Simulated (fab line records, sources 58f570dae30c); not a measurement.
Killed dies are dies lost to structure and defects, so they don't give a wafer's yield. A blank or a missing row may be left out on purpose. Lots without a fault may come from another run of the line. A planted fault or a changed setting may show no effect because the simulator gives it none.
A struck lot beside a sound one | flow berkeley_cmos170 | 29 steps out of a route of 331
Sound: wafers L363.4, L363.5, L363.6. Struck: wafers L369.1, L369.3, L369.4. The cause comes at the end.
At each step with rows: each side's tool, then ch and its chambers, then its first start. Under that, the readings that differ: sound wafers | struck wafers | difference of the means | sigmas: that difference in standard deviations of wafers without a fault.
alike: readings whose means differ by less than 2 such deviations, and words and numbers that are the same on both sides. not compared: withheld readings, readings that some wafer has no value for, bounds like >300 that may hide the same value, and numbers for which the record gives no deviation and whose values overlap.
The two part at a step that has a row with sigmas, a row that says differs or no value, or rows on one side only. Numbers that don't overlap but have no deviation are shown without sigmas and don't part them. A reading that every wafer of one side lacks parts them only if that side has two wafers or more.

UCB170_ACTIVE_THK_MEAS_03:
  sound on film_metro-04, day 4 16:29; struck on film_metro-02, day 5 19:32
  reading               | sound          | struck         | difference | sigmas
  ACTIVE_OXIDE_THK (nm) | 27.1 26.7 27.0 | 25.3 25.9 25.7 | -1.3       | -3
then, 2 steps without rows for these wafers: UCB170_ACTIVE_ANNEAL_04 (time 900 s); UCB170_ACTIVE_CVD_05 (deposits Si3N4 from SiH2Cl2/NH3, target thk 220 nm, time 3300 s).
UCB170_ACTIVE_THK_MEAS_06:
  sound on film_metro-03, day 4 21:43; struck on film_metro-03, day 6 02:58
  alike: ACTIVE_NITRIDE_THK
then, 6 steps without rows for these wafers: UCB170_ACTIVE_HMDS_07 (prime time 60 s); UCB170_ACTIVE_COAT_08 (resist thk 900 nm); UCB170_ACTIVE_SOFTBAKE_09 (time 60 s); UCB170_ACTIVE_EXPOSE_10 (exposes mask ACTIVE, target cd 1200 nm); UCB170_ACTIVE_PEB_11; UCB170_ACTIVE_DEVELOP_12 (develop time 45 s).
UCB170_ACTIVE_CD_MEAS_13: target cd 1200 nm.
  sound on cd_sem-01, day 4 23:19; struck on cd_sem-02, day 6 03:59
  alike: cd_nm
UCB170_ACTIVE_OVL_MEAS_14:
  sound on overlay-01, day 4 23:24; struck on overlay-01, day 6 04:07
  alike: ACTIVE_OVL
UCB170_ACTIVE_ETCH_15: etches Si3N4 in CH3F/Ar/O2, stops on SiO2, target depth 242 nm, time 151 s.
  sound on rie_diel-01 ch 0,1, day 4 23:25; struck on rie_diel-04 ch 1,2,3, day 6 04:08
  reading                                       | sound             | struck            | difference | sigmas
  rf_fwd_power_W (W)                            | 448.2 448.8 450.8 | 523.0 520.2 518.0 | +71.1      | +55
  model.KrF_of_ACTIVE_COAT_08.thk_nm (nm)       | 720.2 724.8 722   | 717.7 709.2 712.6 | -9.2       |
  model.SiO2_of_ACTIVE_OXIDATION_02.thk_nm (nm) | 23.25 23.02 23.01 | 19.16 18.45 19.17 | -4.17      |
  alike: drypump_motor_current_A, oes_product_au, throttle_valve_pct
  not compared: rf_hours_counter_h
UCB170_ACTIVE_STRIP_16: strips in O2.
  sound on plasma_asher-03 ch 0,1, day 4 23:33; struck on plasma_asher-04 ch 0,1, day 6 04:14
  reading                      | sound             | struck            | difference | sigmas
  strip_time_to_endpoint_s (s) | 17.98 18.10 18.03 | 17.93 17.72 17.81 | -0.22      | -3
  alike: drypump_motor_current_A, oes_product_au
  not compared: rf_hours_counter_h
UCB170_ACTIVE_CD_MEAS_90: target cd 1200 nm.
  sound on cd_sem-01, day 4 23:41; struck on cd_sem-01, day 6 04:21
  alike: cd_nm
then, 7 steps without rows for these wafers: UCB170_ACTIVE_CLEAN_17 (cleans in SPM, time 600 s); UCB170_PFIELD_HMDS_00 (prime time 60 s); UCB170_PFIELD_COAT_01 (resist thk 900 nm); UCB170_PFIELD_SOFTBAKE_02 (time 60 s); UCB170_PFIELD_EXPOSE_03 (exposes mask PFIELD, target cd 1500 nm); UCB170_PFIELD_PEB_04; UCB170_PFIELD_DEVELOP_05 (develop time 45 s).
UCB170_PFIELD_OVL_MEAS_06:
  sound on overlay-01, day 5 01:38; struck on overlay-01, day 6 06:06
  alike: PFIELD_OVL
then, 1 step without rows for these wafers: UCB170_PFIELD_IMPLANT_07.
UCB170_PFIELD_STRIP_08: strips in O2.
  sound on plasma_asher-01 ch 0,1, day 5 01:50; struck on plasma_asher-02 ch 0,1, day 6 06:17
  alike: drypump_motor_current_A, oes_product_au, strip_time_to_endpoint_s
  not compared: rf_hours_counter_h
UCB170_PFIELD_TW_MEAS_09:
  sound on film_metro-03, day 5 01:56; struck on film_metro-03, day 6 06:23
  alike: PFIELD_TW
UCB170_FIELD_CLEAN_00: cleans in dHF, time 7.5 s.
  sound on wet_bench-03 ch 1, day 5 02:13; struck on wet_bench-02 ch 3, day 6 06:27
  reading                                       | sound             | struck            | difference | sigmas
  model.SiO2_of_ACTIVE_OXIDATION_02.thk_nm (nm) | 21.78 21.54 21.54 | 17.71 17.01 17.71 | -4.14      |
then, 1 step without rows for these wafers: UCB170_FIELD_OXIDATION_01 (target thk 558.3 nm, ox time 7200 s).
-- the record jumps here: 4 days lie between the struck wafers' starts before and after (it left off in module FIELD and takes up again in module M3, whose first step shown is number 331 of the route) --
UCB170_M3_PROBE_99:
  the record has rows for the struck wafers here (prober-01, day 10 00:25) and none for the sound ones

WHERE THEY PART
First at UCB170_ACTIVE_THK_MEAS_03; last, within this record, at UCB170_M3_PROBE_99.

WHY: what the simulator had put in
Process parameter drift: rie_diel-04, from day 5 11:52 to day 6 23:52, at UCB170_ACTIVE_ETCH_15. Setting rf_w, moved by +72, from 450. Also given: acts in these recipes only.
